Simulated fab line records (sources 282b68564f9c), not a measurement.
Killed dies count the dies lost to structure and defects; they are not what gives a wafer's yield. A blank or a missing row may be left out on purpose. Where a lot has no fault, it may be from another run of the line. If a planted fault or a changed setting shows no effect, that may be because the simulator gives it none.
fab line records || flow rit_cmos
record {"lots": 14, "wafers": 42, "last_day": 7}
route steps=202 shown NSD@132 PSD@152
lots untouched by any fault: they come from a run of this same line in which no faults occurred
start_h: hours from the record's opening day to when the first of the lot's shown wafers began || wait_h: hours since the lot's step before || " identical to the entry in the row above || L1.1+2: one row covering several wafers at once || - either no value or no given start || * or withheld: withheld || < > ~ a bound
route shown NAME@n: names a module that has steps shown in the file, with the first one's number in the route || usual: mean/standard deviation taken from wafers without a fault || same: alike in all rows || chamber/n: place in a boat || sites: the reading at each site || _std_site: how widely they spread, as a standard deviation || _edge_site: the outer-site mean with the inner-site mean subtracted || radius_mm: for every site, how far away it sits from the centre of the wafer || mask NAME#n: copy n || behind: the last tool/chamber to shape the wafer || hold: reason for holding the lot/hours on hold/outcome of the hold || device: transistor that didn't switch, given as n, p or np || end of line: the same wafers' tests at the end of the route || a step given without rows: its recipe and nothing more || killed: dies lost to structure and defects at the first sort, not the wafer's yield || map: dies across one wafer; x = killed, . = not, _ = none there
set.NAME: setting as actually run; set.NAME@STEP: the setting as run at that earlier step || model.NAME: the simulator's own value behind a step, which no gauge read
steps of the route over a sample of lots; a table a step, a row a wafer
## steps
# step RIT_NSD_COAT_01
# recipe {"resist": "NOVOLAK", "spin_rpm": 3250, "resist_thk_nm": 1000}
# usual {"chill_plate_temp_C": "23.00/0.099", "dispense_pressure_kPa": "53/4"}
{"lot.wafer": "L510.3", "tool": "litho_track-02", "chamber": 0, "start_h": 49.11, "wait_h": 0.1, "chill_plate_temp_C": 22.95, "dispense_pressure_kPa": 49}
{"lot.wafer": "L510.4", "tool": "litho_track-02", "chamber": 0, "start_h": 49.11, "wait_h": 0.1, "chill_plate_temp_C": 22.98, "dispense_pressure_kPa": 49}
{"lot.wafer": "L510.5", "tool": "litho_track-02", "chamber": 0, "start_h": 49.11, "wait_h": 0.1, "chill_plate_temp_C": 22.97, "dispense_pressure_kPa": 49}
{"lot.wafer": "L511.1", "tool": "litho_track-03", "chamber": 0, "start_h": 51.16, "wait_h": 0.1, "chill_plate_temp_C": 22.92, "dispense_pressure_kPa": 57}
{"lot.wafer": "L511.5", "tool": "litho_track-03", "chamber": 0, "start_h": 51.16, "wait_h": 0.1, "chill_plate_temp_C": 22.92, "dispense_pressure_kPa": 57}
{"lot.wafer": "L511.6", "tool": "litho_track-03", "chamber": 0, "start_h": 51.16, "wait_h": 0.1, "chill_plate_temp_C": 22.95, "dispense_pressure_kPa": 57}
{"lot.wafer": "L512.1", "tool": "litho_track-02", "chamber": 0, "start_h": 57.89, "wait_h": 0.1, "chill_plate_temp_C": 22.89, "dispense_pressure_kPa": 49}
{"lot.wafer": "L512.5", "tool": "litho_track-02", "chamber": 0, "start_h": 57.89, "wait_h": 0.1, "chill_plate_temp_C": 22.89, "dispense_pressure_kPa": 49}
{"lot.wafer": "L512.6", "tool": "litho_track-02", "chamber": 0, "start_h": 57.89, "wait_h": 0.1, "chill_plate_temp_C": 22.98, "dispense_pressure_kPa": 49}
{"lot.wafer": "L513.1", "tool": "litho_track-03", "chamber": 0, "start_h": 61.32, "wait_h": 0.1, "chill_plate_temp_C": 22.88, "dispense_pressure_kPa": 57}
{"lot.wafer": "L513.2", "tool": "litho_track-03", "chamber": 0, "start_h": 61.32, "wait_h": 0.1, "chill_plate_temp_C": 22.94, "dispense_pressure_kPa": 57}
{"lot.wafer": "L513.3", "tool": "litho_track-03", "chamber": 0, "start_h": 61.32, "wait_h": 0.1, "chill_plate_temp_C": 22.95, "dispense_pressure_kPa": 57}
{"lot.wafer": "L517.3", "tool": "litho_track-03", "chamber": 0, "start_h": 81.99, "wait_h": 0.1, "chill_plate_temp_C": 23.10, "dispense_pressure_kPa": 57}
{"lot.wafer": "L517.5", "tool": "litho_track-03", "chamber": 0, "start_h": 81.99, "wait_h": 0.1, "chill_plate_temp_C": 23.10, "dispense_pressure_kPa": 57}
{"lot.wafer": "L517.6", "tool": "litho_track-03", "chamber": 0, "start_h": 81.99, "wait_h": 0.1, "chill_plate_temp_C": 23.06, "dispense_pressure_kPa": 57}
{"lot.wafer": "L518.2", "tool": "litho_track-01", "chamber": 0, "start_h": 85.94, "wait_h": 0.1, "chill_plate_temp_C": 23.00, "dispense_pressure_kPa": 50}
{"lot.wafer": "L518.5", "tool": "litho_track-01", "chamber": 0, "start_h": 85.94, "wait_h": 0.1, "chill_plate_temp_C": 23.14, "dispense_pressure_kPa": 50}
{"lot.wafer": "L518.6", "tool": "litho_track-01", "chamber": 0, "start_h": 85.94, "wait_h": 0.1, "chill_plate_temp_C": 22.89, "dispense_pressure_kPa": 50}
{"lot.wafer": "L519.3", "tool": "litho_track-03", "chamber": 0, "start_h": 92.20, "wait_h": 0.1, "chill_plate_temp_C": 23.04, "dispense_pressure_kPa": 57}
{"lot.wafer": "L519.4", "tool": "litho_track-03", "chamber": 0, "start_h": 92.20, "wait_h": 0.1, "chill_plate_temp_C": 22.87, "dispense_pressure_kPa": 57}
{"lot.wafer": "L519.6", "tool": "litho_track-03", "chamber": 0, "start_h": 92.20, "wait_h": 0.1, "chill_plate_temp_C": 23.02, "dispense_pressure_kPa": 57}
{"lot.wafer": "L520.1", "tool": "litho_track-03", "chamber": "-", "start_h": 96.81, "wait_h": 0.1, "chill_plate_temp_C": "-", "dispense_pressure_kPa": "-"}
{"lot.wafer": "L520.4", "tool": "litho_track-03", "chamber": "-", "start_h": 96.81, "wait_h": 0.1, "chill_plate_temp_C": "-", "dispense_pressure_kPa": "-"}
{"lot.wafer": "L520.6", "tool": "litho_track-03", "chamber": "-", "start_h": 96.81, "wait_h": 0.1, "chill_plate_temp_C": "-", "dispense_pressure_kPa": "-"}
{"lot.wafer": "L521.2", "tool": "litho_track-03", "chamber": "-", "start_h": 101.65, "wait_h": 0.1, "chill_plate_temp_C": "-", "dispense_pressure_kPa": "-"}
{"lot.wafer": "L521.3", "tool": "litho_track-03", "chamber": "-", "start_h": 101.65, "wait_h": 0.1, "chill_plate_temp_C": "-", "dispense_pressure_kPa": "-"}
{"lot.wafer": "L521.6", "tool": "litho_track-03", "chamber": "-", "start_h": 101.65, "wait_h": 0.1, "chill_plate_temp_C": "-", "dispense_pressure_kPa": "-"}
{"lot.wafer": "L527.3", "tool": "litho_track-02", "chamber": 0, "start_h": 131.92, "wait_h": 0.1, "chill_plate_temp_C": 22.97, "dispense_pressure_kPa": 49}
{"lot.wafer": "L527.5", "tool": "litho_track-02", "chamber": 0, "start_h": 131.92, "wait_h": 0.1, "chill_plate_temp_C": 23.12, "dispense_pressure_kPa": 49}
{"lot.wafer": "L527.6", "tool": "litho_track-02", "chamber": 0, "start_h": 131.92, "wait_h": 0.1, "chill_plate_temp_C": 23.10, "dispense_pressure_kPa": 49}
{"lot.wafer": "L530.1", "tool": "litho_track-01", "chamber": 0, "start_h": 147.47, "wait_h": 0.1, "chill_plate_temp_C": 23.02, "dispense_pressure_kPa": 50}
{"lot.wafer": "L530.2", "tool": "litho_track-01", "chamber": 0, "start_h": 147.47, "wait_h": 0.1, "chill_plate_temp_C": 23.00, "dispense_pressure_kPa": 50}
{"lot.wafer": "L530.6", "tool": "litho_track-01", "chamber": 0, "start_h": 147.47, "wait_h": 0.1, "chill_plate_temp_C": 23.05, "dispense_pressure_kPa": 50}
{"lot.wafer": "L531.1", "tool": "litho_track-03", "chamber": 0, "start_h": 150.99, "wait_h": 0.1, "chill_plate_temp_C": 22.89, "dispense_pressure_kPa": 57}
{"lot.wafer": "L531.3", "tool": "litho_track-03", "chamber": 0, "start_h": 150.99, "wait_h": 0.1, "chill_plate_temp_C": 23.07, "dispense_pressure_kPa": 57}
{"lot.wafer": "L531.5", "tool": "litho_track-03", "chamber": 0, "start_h": 150.99, "wait_h": 0.1, "chill_plate_temp_C": 22.97, "dispense_pressure_kPa": 57}
{"lot.wafer": "L532.2", "tool": "litho_track-03", "chamber": 0, "start_h": 155.71, "wait_h": 0.1, "chill_plate_temp_C": 23.25, "dispense_pressure_kPa": 57}
{"lot.wafer": "L532.4", "tool": "litho_track-03", "chamber": 0, "start_h": 155.71, "wait_h": 0.1, "chill_plate_temp_C": 23.11, "dispense_pressure_kPa": 57}
{"lot.wafer": "L532.6", "tool": "litho_track-03", "chamber": 0, "start_h": 155.71, "wait_h": 0.1, "chill_plate_temp_C": 23.10, "dispense_pressure_kPa": 57}
{"lot.wafer": "L533.1", "tool": "litho_track-01", "chamber": 0, "start_h": 160.29, "wait_h": 0.1, "chill_plate_temp_C": 22.87, "dispense_pressure_kPa": 50}
{"lot.wafer": "L533.2", "tool": "litho_track-01", "chamber": 0, "start_h": 160.29, "wait_h": 0.1, "chill_plate_temp_C": 22.79, "dispense_pressure_kPa": 50}
{"lot.wafer": "L533.3", "tool": "litho_track-01", "chamber": 0, "start_h": 160.29, "wait_h": 0.1, "chill_plate_temp_C": 22.90, "dispense_pressure_kPa": 50}
# step RIT_NSD_OVL_MEAS_06
# usual {"NSD_OVL": "0.4/1.1"}
{"lot.wafer": "L510.3", "tool": "overlay-01", "chamber": "-", "start_h": 49.77, "wait_h": "-", "NSD_OVL[nm]": 0.8}
{"lot.wafer": "L510.4", "tool": "overlay-01", "chamber": "-", "start_h": 49.77, "wait_h": "-", "NSD_OVL[nm]": -0.7}
{"lot.wafer": "L510.5", "tool": "overlay-01", "chamber": "-", "start_h": 49.77, "wait_h": "-", "NSD_OVL[nm]": 0.3}
{"lot.wafer": "L511.1", "tool": "overlay-02", "chamber": "-", "start_h": 51.99, "wait_h": "-", "NSD_OVL[nm]": 2.8}
{"lot.wafer": "L511.5", "tool": "overlay-02", "chamber": "-", "start_h": 51.99, "wait_h": "-", "NSD_OVL[nm]": 2.0}
{"lot.wafer": "L511.6", "tool": "overlay-02", "chamber": "-", "start_h": 51.99, "wait_h": "-", "NSD_OVL[nm]": 2.2}
{"lot.wafer": "L512.1", "tool": "overlay-01", "chamber": "-", "start_h": 58.59, "wait_h": "-", "NSD_OVL[nm]": 1.8}
{"lot.wafer": "L512.5", "tool": "overlay-01", "chamber": "-", "start_h": 58.59, "wait_h": "-", "NSD_OVL[nm]": 1.2}
{"lot.wafer": "L512.6", "tool": "overlay-01", "chamber": "-", "start_h": 58.59, "wait_h": "-", "NSD_OVL[nm]": 1.3}
{"lot.wafer": "L513.1", "tool": "overlay-01", "chamber": "-", "start_h": 62.02, "wait_h": "-", "NSD_OVL[nm]": 1.3}
{"lot.wafer": "L513.2", "tool": "overlay-01", "chamber": "-", "start_h": 62.02, "wait_h": "-", "NSD_OVL[nm]": 1.1}
{"lot.wafer": "L513.3", "tool": "overlay-01", "chamber": "-", "start_h": 62.02, "wait_h": "-", "NSD_OVL[nm]": 0.8}
{"lot.wafer": "L517.3", "tool": "overlay-02", "chamber": "-", "start_h": 82.65, "wait_h": "-", "NSD_OVL[nm]": 0.9}
{"lot.wafer": "L517.5", "tool": "overlay-02", "chamber": "-", "start_h": 82.65, "wait_h": "-", "NSD_OVL[nm]": -1.1}
{"lot.wafer": "L517.6", "tool": "overlay-02", "chamber": "-", "start_h": 82.65, "wait_h": "-", "NSD_OVL[nm]": 0.3}
{"lot.wafer": "L518.2", "tool": "overlay-02", "chamber": "-", "start_h": 86.74, "wait_h": "-", "NSD_OVL[nm]": 1.5}
{"lot.wafer": "L518.5", "tool": "overlay-02", "chamber": "-", "start_h": 86.74, "wait_h": "-", "NSD_OVL[nm]": 2.7}
{"lot.wafer": "L518.6", "tool": "overlay-02", "chamber": "-", "start_h": 86.74, "wait_h": "-", "NSD_OVL[nm]": 2.5}
{"lot.wafer": "L519.3", "tool": "overlay-01", "chamber": "-", "start_h": 92.99, "wait_h": "-", "NSD_OVL[nm]": 0.3}
{"lot.wafer": "L519.4", "tool": "overlay-01", "chamber": "-", "start_h": 92.99, "wait_h": "-", "NSD_OVL[nm]": -0.7}
{"lot.wafer": "L519.6", "tool": "overlay-01", "chamber": "-", "start_h": 92.99, "wait_h": "-", "NSD_OVL[nm]": -0.3}
{"lot.wafer": "L520.1", "tool": "overlay-02", "chamber": "-", "start_h": 97.63, "wait_h": "-", "NSD_OVL[nm]": "-"}
{"lot.wafer": "L520.4", "tool": "overlay-02", "chamber": "-", "start_h": 97.63, "wait_h": "-", "NSD_OVL[nm]": "-"}
{"lot.wafer": "L520.6", "tool": "overlay-02", "chamber": "-", "start_h": 97.63, "wait_h": "-", "NSD_OVL[nm]": "-"}
{"lot.wafer": "L521.2", "tool": "overlay-01", "chamber": "-", "start_h": 102.49, "wait_h": "-", "NSD_OVL[nm]": "-"}
{"lot.wafer": "L521.3", "tool": "overlay-01", "chamber": "-", "start_h": 102.49, "wait_h": "-", "NSD_OVL[nm]": "-"}
{"lot.wafer": "L521.6", "tool": "overlay-01", "chamber": "-", "start_h": 102.49, "wait_h": "-", "NSD_OVL[nm]": "-"}
{"lot.wafer": "L527.3", "tool": "overlay-02", "chamber": "-", "start_h": 132.58, "wait_h": "-", "NSD_OVL[nm]": 0.3}
{"lot.wafer": "L527.5", "tool": "overlay-02", "chamber": "-", "start_h": 132.58, "wait_h": "-", "NSD_OVL[nm]": 0.9}
{"lot.wafer": "L527.6", "tool": "overlay-02", "chamber": "-", "start_h": 132.58, "wait_h": "-", "NSD_OVL[nm]": 0.3}
{"lot.wafer": "L530.1", "tool": "overlay-01", "chamber": "-", "start_h": 148.30, "wait_h": "-", "NSD_OVL[nm]": -2.3}
{"lot.wafer": "L530.2", "tool": "overlay-01", "chamber": "-", "start_h": 148.30, "wait_h": "-", "NSD_OVL[nm]": 0.3}
{"lot.wafer": "L530.6", "tool": "overlay-01", "chamber": "-", "start_h": 148.30, "wait_h": "-", "NSD_OVL[nm]": -1.8}
{"lot.wafer": "L531.1", "tool": "overlay-01", "chamber": "-", "start_h": 151.69, "wait_h": "-", "NSD_OVL[nm]": -0.3}
{"lot.wafer": "L531.3", "tool": "overlay-01", "chamber": "-", "start_h": 151.69, "wait_h": "-", "NSD_OVL[nm]": -3.4}
{"lot.wafer": "L531.5", "tool": "overlay-01", "chamber": "-", "start_h": 151.69, "wait_h": "-", "NSD_OVL[nm]": -1.2}
{"lot.wafer": "L532.2", "tool": "overlay-01", "chamber": "-", "start_h": 156.40, "wait_h": "-", "NSD_OVL[nm]": 0.9}
{"lot.wafer": "L532.4", "tool": "overlay-01", "chamber": "-", "start_h": 156.40, "wait_h": "-", "NSD_OVL[nm]": 1.9}
{"lot.wafer": "L532.6", "tool": "overlay-01", "chamber": "-", "start_h": 156.40, "wait_h": "-", "NSD_OVL[nm]": 0.7}
{"lot.wafer": "L533.1", "tool": "overlay-02", "chamber": "-", "start_h": 160.99, "wait_h": "-", "NSD_OVL[nm]": -0.7}
{"lot.wafer": "L533.2", "tool": "overlay-02", "chamber": "-", "start_h": 160.99, "wait_h": "-", "NSD_OVL[nm]": 0.1}
{"lot.wafer": "L533.3", "tool": "overlay-02", "chamber": "-", "start_h": 160.99, "wait_h": "-", "NSD_OVL[nm]": 0.0}
# step RIT_PSD_TW_MEAS_10
# usual {"PSD_TW": "3437/20"}
{"lot.wafer": "L510.3", "tool": "film_metro-02", "chamber": "-", "start_h": 52.01, "wait_h": 0.1, "PSD_TW": 3462}
{"lot.wafer": "L510.4", "tool": "film_metro-02", "chamber": "-", "start_h": 52.01, "wait_h": 0.1, "PSD_TW": 3449}
{"lot.wafer": "L510.5", "tool": "film_metro-02", "chamber": "-", "start_h": 52.01, "wait_h": 0.1, "PSD_TW": 3435}
{"lot.wafer": "L511.1", "tool": "film_metro-02", "chamber": "-", "start_h": 53.92, "wait_h": 0.1, "PSD_TW": 3432}
{"lot.wafer": "L511.5", "tool": "film_metro-02", "chamber": "-", "start_h": 53.92, "wait_h": 0.1, "PSD_TW": 3423}
{"lot.wafer": "L511.6", "tool": "film_metro-02", "chamber": "-", "start_h": 53.92, "wait_h": 0.1, "PSD_TW": 3428}
{"lot.wafer": "L512.1", "tool": "film_metro-03", "chamber": "-", "start_h": 60.53, "wait_h": 0.1, "PSD_TW": 3449}
{"lot.wafer": "L512.5", "tool": "film_metro-03", "chamber": "-", "start_h": 60.53, "wait_h": 0.1, "PSD_TW": 3438}
{"lot.wafer": "L512.6", "tool": "film_metro-03", "chamber": "-", "start_h": 60.53, "wait_h": 0.1, "PSD_TW": 3447}
{"lot.wafer": "L513.1", "tool": "film_metro-01", "chamber": "-", "start_h": 63.95, "wait_h": 0.1, "PSD_TW": 3395}
{"lot.wafer": "L513.2", "tool": "film_metro-01", "chamber": "-", "start_h": 63.95, "wait_h": 0.1, "PSD_TW": 3389}
{"lot.wafer": "L513.3", "tool": "film_metro-01", "chamber": "-", "start_h": 63.95, "wait_h": 0.1, "PSD_TW": 3402}
{"lot.wafer": "L517.3", "tool": "film_metro-01", "chamber": "-", "start_h": 84.59, "wait_h": 0.1, "PSD_TW": 3422}
{"lot.wafer": "L517.5", "tool": "film_metro-01", "chamber": "-", "start_h": 84.59, "wait_h": 0.1, "PSD_TW": 3408}
{"lot.wafer": "L517.6", "tool": "film_metro-01", "chamber": "-", "start_h": 84.59, "wait_h": 0.1, "PSD_TW": 3414}
{"lot.wafer": "L518.2", "tool": "film_metro-01", "chamber": "-", "start_h": 88.80, "wait_h": 0.1, "PSD_TW": 3417}
{"lot.wafer": "L518.5", "tool": "film_metro-01", "chamber": "-", "start_h": 88.80, "wait_h": 0.1, "PSD_TW": 3412}
{"lot.wafer": "L518.6", "tool": "film_metro-01", "chamber": "-", "start_h": 88.80, "wait_h": 0.1, "PSD_TW": 3416}
{"lot.wafer": "L519.3", "tool": "film_metro-03", "chamber": "-", "start_h": 95.05, "wait_h": 0.1, "PSD_TW": 3438}
{"lot.wafer": "L519.4", "tool": "film_metro-03", "chamber": "-", "start_h": 95.05, "wait_h": 0.1, "PSD_TW": 3449}
{"lot.wafer": "L519.6", "tool": "film_metro-03", "chamber": "-", "start_h": 95.05, "wait_h": 0.1, "PSD_TW": 3453}
{"lot.wafer": "L520.1", "tool": "film_metro-03", "chamber": "-", "start_h": 99.56, "wait_h": 0.1, "PSD_TW": 3645}
{"lot.wafer": "L520.4", "tool": "film_metro-03", "chamber": "-", "start_h": 99.56, "wait_h": 0.1, "PSD_TW": 3632}
{"lot.wafer": "L520.6", "tool": "film_metro-03", "chamber": "-", "start_h": 99.56, "wait_h": 0.1, "PSD_TW": 3641}
{"lot.wafer": "L521.2", "tool": "film_metro-01", "chamber": "-", "start_h": 104.55, "wait_h": 0.1, "PSD_TW": 3620}
{"lot.wafer": "L521.3", "tool": "film_metro-01", "chamber": "-", "start_h": 104.55, "wait_h": 0.1, "PSD_TW": 3640}
{"lot.wafer": "L521.6", "tool": "film_metro-01", "chamber": "-", "start_h": 104.55, "wait_h": 0.1, "PSD_TW": 3618}
{"lot.wafer": "L527.3", "tool": "film_metro-02", "chamber": "-", "start_h": 134.52, "wait_h": 0.1, "PSD_TW": 3453}
{"lot.wafer": "L527.5", "tool": "film_metro-02", "chamber": "-", "start_h": 134.52, "wait_h": 0.1, "PSD_TW": 3442}
{"lot.wafer": "L527.6", "tool": "film_metro-02", "chamber": "-", "start_h": 134.52, "wait_h": 0.1, "PSD_TW": 3448}
{"lot.wafer": "L530.1", "tool": "film_metro-02", "chamber": "-", "start_h": 150.36, "wait_h": 0.1, "PSD_TW": 3473}
{"lot.wafer": "L530.2", "tool": "film_metro-02", "chamber": "-", "start_h": 150.36, "wait_h": 0.1, "PSD_TW": 3474}
{"lot.wafer": "L530.6", "tool": "film_metro-02", "chamber": "-", "start_h": 150.36, "wait_h": 0.1, "PSD_TW": 3457}
{"lot.wafer": "L531.1", "tool": "film_metro-03", "chamber": "-", "start_h": 153.75, "wait_h": 0.1, "PSD_TW": 3418}
{"lot.wafer": "L531.3", "tool": "film_metro-03", "chamber": "-", "start_h": 153.75, "wait_h": 0.1, "PSD_TW": 3430}
{"lot.wafer": "L531.5", "tool": "film_metro-03", "chamber": "-", "start_h": 153.75, "wait_h": 0.1, "PSD_TW": 3426}
{"lot.wafer": "L532.2", "tool": "film_metro-03", "chamber": "-", "start_h": 158.57, "wait_h": 0.1, "PSD_TW": 3416}
{"lot.wafer": "L532.4", "tool": "film_metro-03", "chamber": "-", "start_h": 158.57, "wait_h": 0.1, "PSD_TW": 3435}
{"lot.wafer": "L532.6", "tool": "film_metro-03", "chamber": "-", "start_h": 158.57, "wait_h": 0.1, "PSD_TW": 3435}
{"lot.wafer": "L533.1", "tool": "film_metro-02", "chamber": "-", "start_h": 163.25, "wait_h": 0.1, "PSD_TW": 3447}
{"lot.wafer": "L533.2", "tool": "film_metro-02", "chamber": "-", "start_h": 163.25, "wait_h": 0.1, "PSD_TW": 3451}
{"lot.wafer": "L533.3", "tool": "film_metro-02", "chamber": "-", "start_h": 163.25, "wait_h": 0.1, "PSD_TW": 3461}
## key
first_sign {"step": "RIT_NSD_COAT_01", "reading": "tool_record", "direction": "missing"}
effect {"step": "RIT_NSD_OVL_MEAS_06", "reading": "NSD_OVL", "direction": "missing"}
effect {"step": "RIT_PSD_TW_MEAS_10", "reading": "PSD_TW", "direction": "up", "sigmas": 10, "usual": 3437, "struck": 3633}
met_at RIT_NSD_COAT_01
struck_lots L520,L521
sort_left_out L520.1,L520.4,L520.6,L521.2,L521.3,L521.6
tester_left_out L520,L521
onset_between 92.20 96.81
fault {"kind": "skipped_step_whole", "tool": "litho_track-03", "chamber": "-", "onset_h": 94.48, "steps": "RIT_NSD_COAT_01", "scope": "struck_lots_only"}
# tester_left_out: of these lots the tester's yield and bins aren't shown, on N5 and GAA mostly nor the transistor test; their killed dies are dies lost to structure and defects alone, not to doping, threshold or leakage, so they don't give the yield
# sort_left_out: the simulated sort isn't trusted on such a fault, so these wafers' sort isn't shown, and their yield isn't known
